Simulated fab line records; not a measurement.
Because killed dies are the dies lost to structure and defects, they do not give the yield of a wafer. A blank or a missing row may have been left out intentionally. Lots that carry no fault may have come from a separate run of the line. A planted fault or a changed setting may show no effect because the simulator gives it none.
The tool behind it: which one? / flow berkeleyCmos170 / 14 lots with 42 wafers sampled at 5 steps, on a route of 331 steps

WHAT THE GAUGES READ, wafer by wafer
UCB170_START_THK_MEAS_03. Usual: START_OXIDE_THK typically reads 20.1 nm, with standard deviation 0.38.
lot=L896; measured=day 1 17:07; on=filmMetro-03; START_OXIDE_THK (nm)=19.9 20.1 19.9; flag=
lot=L898; measured=day 2 01:02; on=filmMetro-03; START_OXIDE_THK (nm)=19.8 19.6 19.6; flag=
lot=L899; measured=day 2 05:02; on=filmMetro-03; START_OXIDE_THK (nm)=20.6 21.0 20.6; flag=
lot=L901; measured=day 2 13:25; on=filmMetro-03; START_OXIDE_THK (nm)=20.1 20.1 20.0; flag=
lot=L900; measured=day 2 13:25; on=filmMetro-02; START_OXIDE_THK (nm)=19.6 19.4 19.7; flag=
lot=L902; measured=day 3 00:48; on=filmMetro-04; START_OXIDE_THK (nm)=19.8 20.0 19.7; flag=
lot=L905; measured=day 3 10:31; on=filmMetro-04; START_OXIDE_THK (nm)=20.4 19.9 20.4; flag=
lot=L906; measured=day 3 21:19; on=filmMetro-02; START_OXIDE_THK (nm)=20.0 20.0 20.1; flag=
lot=L907; measured=day 3 21:19; on=filmMetro-03; START_OXIDE_THK (nm)=20.5 20.6 20.6; flag=
lot=L909; measured=day 4 04:53; on=filmMetro-03; START_OXIDE_THK (nm)=20.0 20.3 20.1; flag=
lot=L910; measured=day 4 13:09; on=filmMetro-02; START_OXIDE_THK (nm)=19.8 20.1 19.8; flag=
lot=L911; measured=day 4 15:55; on=filmMetro-03; START_OXIDE_THK (nm)=20.6 20.4 20.5; flag=
lot=L915; measured=day 5 11:53; on=filmMetro-02; START_OXIDE_THK (nm)=20.3 20.3 19.9; flag=
lot=L916; measured=day 5 17:47; on=filmMetro-03; START_OXIDE_THK (nm)=20.1 20.4 20.6; flag=

UCB170_PWELL_THK_MEAS_06. Usual: PWELL_NITRIDE_THK typically reads 220.9 nm, with standard deviation 2.4.
lot=L896; measured=day 3 05:35; on=filmMetro-03; PWELL_NITRIDE_THK (nm)=219.8 219.8 219.0; flag=
lot=L898; measured=day 3 20:08; on=filmMetro-04; PWELL_NITRIDE_THK (nm)=217.3 218.8 218.6; flag=
lot=L899; measured=day 4 09:35; on=filmMetro-04; PWELL_NITRIDE_THK (nm)=219.0 218.4 221.0; flag=
lot=L901; measured=day 4 15:04; on=filmMetro-03; PWELL_NITRIDE_THK (nm)=220.0 221.0 219.2; flag=
lot=L900; measured=day 4 15:05; on=filmMetro-01; PWELL_NITRIDE_THK (nm)=220.7 219.3 220.7; flag=
lot=L902; measured=day 5 07:24; on=filmMetro-01; PWELL_NITRIDE_THK (nm)=219.8 223.2 221.4; flag=
lot=L905; measured=day 5 12:08; on=filmMetro-04; PWELL_NITRIDE_THK (nm)=222.4 222.8 222.8; flag=
lot=L906; measured=day 5 12:08; on=filmMetro-01; PWELL_NITRIDE_THK (nm)=221.5 221.9 223.2; flag=
lot=L907; measured=day 5 12:09; on=filmMetro-03; PWELL_NITRIDE_THK (nm)=221.3 222.3 219.5; flag=
lot=L909; measured=day 6 03:34; on=filmMetro-01; PWELL_NITRIDE_THK (nm)=208.2 209.5 209.9 208.1 209.5 209.6; flag=OFF
lot=L910; measured=day 5 19:37; on=filmMetro-04; PWELL_NITRIDE_THK (nm)=220.9 219.6 220.7; flag=
lot=L911; measured=day 6 08:42; on=filmMetro-01; PWELL_NITRIDE_THK (nm)=207.9 208.4 208.5 207.8 208.9 208.3; flag=OFF
lot=L915; measured=day 7 03:22; on=filmMetro-01; PWELL_NITRIDE_THK (nm)=220.7 218.8 218.2; flag=
lot=L916; measured=day 7 09:50; on=filmMetro-01; PWELL_NITRIDE_THK (nm)=219.6 218.5 219.2; flag=

UCB170_PLDD_CD_MEAS_06: the cd target is 1200 nm. Usual: cdNm at 1200.2 nm, with a standard deviation of 1.2.
lot=L896; measured=day 7 04:22; on=cdSem-02; cdNm (nm)=1200.4 1200.0 1202.0; flag=
lot=L898; measured=day 7 21:57; on=cdSem-02; cdNm (nm)=1200.0 1200.3 1199.5; flag=
lot=L899; measured=day 8 07:29; on=cdSem-01; cdNm (nm)=1201.6 1199.6 1200.6; flag=
lot=L901; measured=day 8 07:13; on=cdSem-01; cdNm (nm)=1200.7 1201.1 1201.4; flag=
lot=L900; measured=day 8 07:44; on=cdSem-02; cdNm (nm)=1202.0 1200.5 1201.7; flag=
lot=L902; measured=day 9 05:56; on=cdSem-02; cdNm (nm)=1198.1 1198.4 1198.2; flag=
lot=L905; measured=day 10 01:14; on=cdSem-01; cdNm (nm)=1200.1 1200.7 1200.1; flag=
lot=L906; measured=day 10 00:41; on=cdSem-01; cdNm (nm)=1198.7 1200.9 1199.5; flag=
lot=L907; measured=day 10 01:11; on=cdSem-02; cdNm (nm)=1200.8 1199.7 1201.2; flag=
lot=L909; measured=day 10 00:58; on=cdSem-02; cdNm (nm)=1198.3 1198.6 1199.5; flag=
lot=L910; measured=day 10 00:00; on=cdSem-02; cdNm (nm)=1201.8 1200.5 1202.0; flag=
lot=L911; measured=day 10 01:47; on=cdSem-01; cdNm (nm)=1199.1 1199.8 1200.2; flag=
lot=L915; measured=day 11 07:46; on=cdSem-01; cdNm (nm)=1200.9 1199.7 1198.5; flag=
lot=L916; measured=day 11 16:09; on=cdSem-02; cdNm (nm)=1200.0 1200.0 1201.1; flag=

WHICH TOOL RAN EACH LOT (tool, then ch and the chambers of the sampled wafers, then the start)
lot=L896; UCB170_ZERO_ETCH_06=rieDiel-01 ch 0,3, day 2 00:42; UCB170_PWELL_CVD_05=lpcvd-02 ch 1, day 3 03:40
lot=L898; UCB170_ZERO_ETCH_06=rieDiel-03 ch 1,3, day 2 04:23; UCB170_PWELL_CVD_05=lpcvd-02 ch 0, day 3 18:13
lot=L899; UCB170_ZERO_ETCH_06=rieDiel-04 ch 0,1,2, day 2 10:15; UCB170_PWELL_CVD_05=lpcvd-02 ch 1, day 4 07:40
lot=L901; UCB170_ZERO_ETCH_06=rieDiel-04 ch 0,2,3, day 2 22:41; UCB170_PWELL_CVD_05=lpcvd-01 ch 0, day 4 13:09
lot=L900; UCB170_ZERO_ETCH_06=rieDiel-01 ch 0,1,3, day 2 22:25; UCB170_PWELL_CVD_05=lpcvd-01 ch 1, day 4 13:09
lot=L902; UCB170_ZERO_ETCH_06=rieDiel-03 ch 1,2,3, day 3 10:38; UCB170_PWELL_CVD_05=lpcvd-02 ch 1, day 5 05:28
lot=L905; UCB170_ZERO_ETCH_06=rieDiel-04 ch 0,1,3, day 3 22:00; UCB170_PWELL_CVD_05=lpcvd-01 ch 0, day 5 10:13
lot=L906; UCB170_ZERO_ETCH_06=rieDiel-03 ch 1,2,3, day 4 05:25; UCB170_PWELL_CVD_05=lpcvd-01 ch 0, day 5 10:13
lot=L907; UCB170_ZERO_ETCH_06=rieDiel-04 ch 0,1,2, day 4 05:39; UCB170_PWELL_CVD_05=lpcvd-01 ch 0, day 5 10:13
lot=L909; UCB170_ZERO_ETCH_06=rieDiel-01 ch 0,1,2, day 4 13:40; UCB170_PWELL_CVD_05=lpcvd-01 ch 0, day 6 01:38
lot=L910; UCB170_ZERO_ETCH_06=rieDiel-03 ch 0,1,2, day 4 16:53; UCB170_PWELL_CVD_05=lpcvd-02 ch 0, day 5 17:42
lot=L911; UCB170_ZERO_ETCH_06=rieDiel-01 ch 0,1, day 4 20:11; UCB170_PWELL_CVD_05=lpcvd-01 ch 1, day 6 06:42
lot=L915; UCB170_ZERO_ETCH_06=rieDiel-03 ch 0,1,3, day 5 17:55; UCB170_PWELL_CVD_05=lpcvd-02 ch 0, day 7 00:29
lot=L916; UCB170_ZERO_ETCH_06=rieDiel-01 ch 1,3, day 6 00:41; UCB170_PWELL_CVD_05=lpcvd-02 ch 0, day 7 07:54
- UCB170_ZERO_ETCH_06: etches SiO2 in CHF3/CF4/Ar, time 12 s.
- UCB170_PWELL_CVD_05: deposits Si3N4 from SiH2Cl2/NH3, target thk 220 nm, time 3300 s.

WHAT THE TOOLS THEMSELVES READ (means of the sampled wafers that have a number; where no wafer has one, the mark that the record gives instead)
UCB170_ZERO_ETCH_06. Usual: drypumpMotorCurrentA 5.6 A, standard deviation 0.42; oesProductAu 0.621 a.u., standard deviation 0.0084; throttleValvePct 9.23 %, standard deviation 0.19.
lot=L896; tool=rieDiel-01; drypumpMotorCurrentA (A)=5.2; oesProductAu (a.u.)=0.608; throttleValvePct (%)=9.33; flag=
lot=L898; tool=rieDiel-03; drypumpMotorCurrentA (A)=5.8; oesProductAu (a.u.)=0.622; throttleValvePct (%)=9.21; flag=
lot=L899; tool=rieDiel-04; drypumpMotorCurrentA (A)=5.9; oesProductAu (a.u.)=0.620; throttleValvePct (%)=9.23; flag=
lot=L901; tool=rieDiel-04; drypumpMotorCurrentA (A)=5.9; oesProductAu (a.u.)=0.622; throttleValvePct (%)=9.31; flag=
lot=L900; tool=rieDiel-01; drypumpMotorCurrentA (A)=5.4; oesProductAu (a.u.)=0.619; throttleValvePct (%)=9.19; flag=
lot=L902; tool=rieDiel-03; drypumpMotorCurrentA (A)=5.5; oesProductAu (a.u.)=0.628; throttleValvePct (%)=9.20; flag=
lot=L905; tool=rieDiel-04; drypumpMotorCurrentA (A)=5.6; oesProductAu (a.u.)=0.627; throttleValvePct (%)=9.19; flag=
lot=L906; tool=rieDiel-03; drypumpMotorCurrentA (A)=5.5; oesProductAu (a.u.)=0.622; throttleValvePct (%)=9.18; flag=
lot=L907; tool=rieDiel-04; drypumpMotorCurrentA (A)=5.9; oesProductAu (a.u.)=0.624; throttleValvePct (%)=9.23; flag=
lot=L909; tool=rieDiel-01; drypumpMotorCurrentA (A)=5.5; oesProductAu (a.u.)=0.619; throttleValvePct (%)=9.13; flag=
lot=L910; tool=rieDiel-03; drypumpMotorCurrentA (A)=5.4; oesProductAu (a.u.)=0.626; throttleValvePct (%)=9.25; flag=
lot=L911; tool=rieDiel-01; drypumpMotorCurrentA (A)=5.6; oesProductAu (a.u.)=0.624; throttleValvePct (%)=9.05; flag=
lot=L915; tool=rieDiel-03; drypumpMotorCurrentA (A)=5.6; oesProductAu (a.u.)=0.617; throttleValvePct (%)=9.19; flag=
lot=L916; tool=rieDiel-01; drypumpMotorCurrentA (A)=5.1; oesProductAu (a.u.)=0.619; throttleValvePct (%)=9.33; flag=

UCB170_PWELL_CVD_05. Usual: pressureMtorr 200.0 mTorr, standard deviation 0.38; sih2cl2FlowSccm 24.97 sccm, standard deviation 0.074; susceptorTempC 799.9 C, standard deviation 0.34; zonePowerSourcePct 19.6 %, standard deviation 1.5.
lot=L896; tool=lpcvd-02; pressureMtorr (mTorr)=199.9; sih2cl2FlowSccm (sccm)=24.86; susceptorTempC (C)=799.7; zonePowerSourcePct (%)=18.3; flag=
lot=L898; tool=lpcvd-02; pressureMtorr (mTorr)=199.6; sih2cl2FlowSccm (sccm)=24.96; susceptorTempC (C)=799.8; zonePowerSourcePct (%)=18.2; flag=
lot=L899; tool=lpcvd-02; pressureMtorr (mTorr)=199.7; sih2cl2FlowSccm (sccm)=25.05; susceptorTempC (C)=800.0; zonePowerSourcePct (%)=18.1; flag=
lot=L901; tool=lpcvd-01; pressureMtorr (mTorr)=200.4; sih2cl2FlowSccm (sccm)=25.00; susceptorTempC (C)=800.4; zonePowerSourcePct (%)=21.1; flag=
lot=L900; tool=lpcvd-01; pressureMtorr (mTorr)=200.1; sih2cl2FlowSccm (sccm)=24.98; susceptorTempC (C)=800.1; zonePowerSourcePct (%)=21.1; flag=
lot=L902; tool=lpcvd-02; pressureMtorr (mTorr)=199.9; sih2cl2FlowSccm (sccm)=25.02; susceptorTempC (C)=800.1; zonePowerSourcePct (%)=18.4; flag=
lot=L905; tool=lpcvd-01; pressureMtorr (mTorr)=200.4; sih2cl2FlowSccm (sccm)=24.99; susceptorTempC (C)=799.3; zonePowerSourcePct (%)=21.3; flag=
lot=L906; tool=lpcvd-01; pressureMtorr (mTorr)=200.4; sih2cl2FlowSccm (sccm)=24.92; susceptorTempC (C)=800.0; zonePowerSourcePct (%)=21.3; flag=
lot=L907; tool=lpcvd-01; pressureMtorr (mTorr)=200.0; sih2cl2FlowSccm (sccm)=25.00; susceptorTempC (C)=800.2; zonePowerSourcePct (%)=21.6; flag=
lot=L909; tool=lpcvd-01; pressureMtorr (mTorr)=159.7; sih2cl2FlowSccm (sccm)=24.94; susceptorTempC (C)=799.7; zonePowerSourcePct (%)=21.4; flag=OFF
lot=L910; tool=lpcvd-02; pressureMtorr (mTorr)=200.5; sih2cl2FlowSccm (sccm)=24.91; susceptorTempC (C)=800.1; zonePowerSourcePct (%)=18.3; flag=
lot=L911; tool=lpcvd-01; pressureMtorr (mTorr)=159.9; sih2cl2FlowSccm (sccm)=24.95; susceptorTempC (C)=800.1; zonePowerSourcePct (%)=21.2; flag=OFF
lot=L915; tool=lpcvd-02; pressureMtorr (mTorr)=200.1; sih2cl2FlowSccm (sccm)=25.04; susceptorTempC (C)=800.0; zonePowerSourcePct (%)=18.1; flag=
lot=L916; tool=lpcvd-02; pressureMtorr (mTorr)=200.7; sih2cl2FlowSccm (sccm)=24.91; susceptorTempC (C)=799.9; zonePowerSourcePct (%)=18.4; flag=

THE ANSWER, worked out from the rows above alone
Rule: a lot is off if the mean of its wafers that have a number lies more than 3 standard deviations from the usual mean. A lot without any number at a reading at which 4 lots or more have one is off too. Any other lot the step has rows for is counted as sound. First the gauges in route order, then the tools' own readings, where a lot's mean is used as printed above. The first step at which some lot is off is used, and at that step the reading that is off furthest; a lot without a number counts as furthest.
Off: L909, L911, seen at UCB170_PWELL_THK_MEAS_06 (PWELL_NITRIDE_THK).
If a tool, at a process step before that reading, ran all the lots that are off and no sound lot after the first of them, it fits. Not tried: the gauges at UCB170_PWELL_THK_MEAS_06; whatever is off there is also off at UCB170_PWELL_CVD_05, on other tools, and gauge error can't account for it. One fits: UCB170_PWELL_CVD_05 on lpcvd-01. Its last sound lot is L905 (day 5 10:13), its first lot that is off L909 (day 6 01:38): a fault that began between those two fits.
On the lots that are off, the tool's own readings at UCB170_PWELL_CVD_05 differ by more than 5 times the standard deviation of the sound lots' means, which bears it out; pressureMtorr reads 159.8 mTorr there versus 200.1 mTorr on the sound lots.

WHAT WAS PUT IN BY THE SIMULATOR
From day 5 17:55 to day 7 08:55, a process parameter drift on lpcvd-01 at UCB170_PWELL_CVD_05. Setting pressureMtorr shifted by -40 from 200. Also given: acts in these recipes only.
Struck lots among those shown: L909, L911. The rule above found the same.
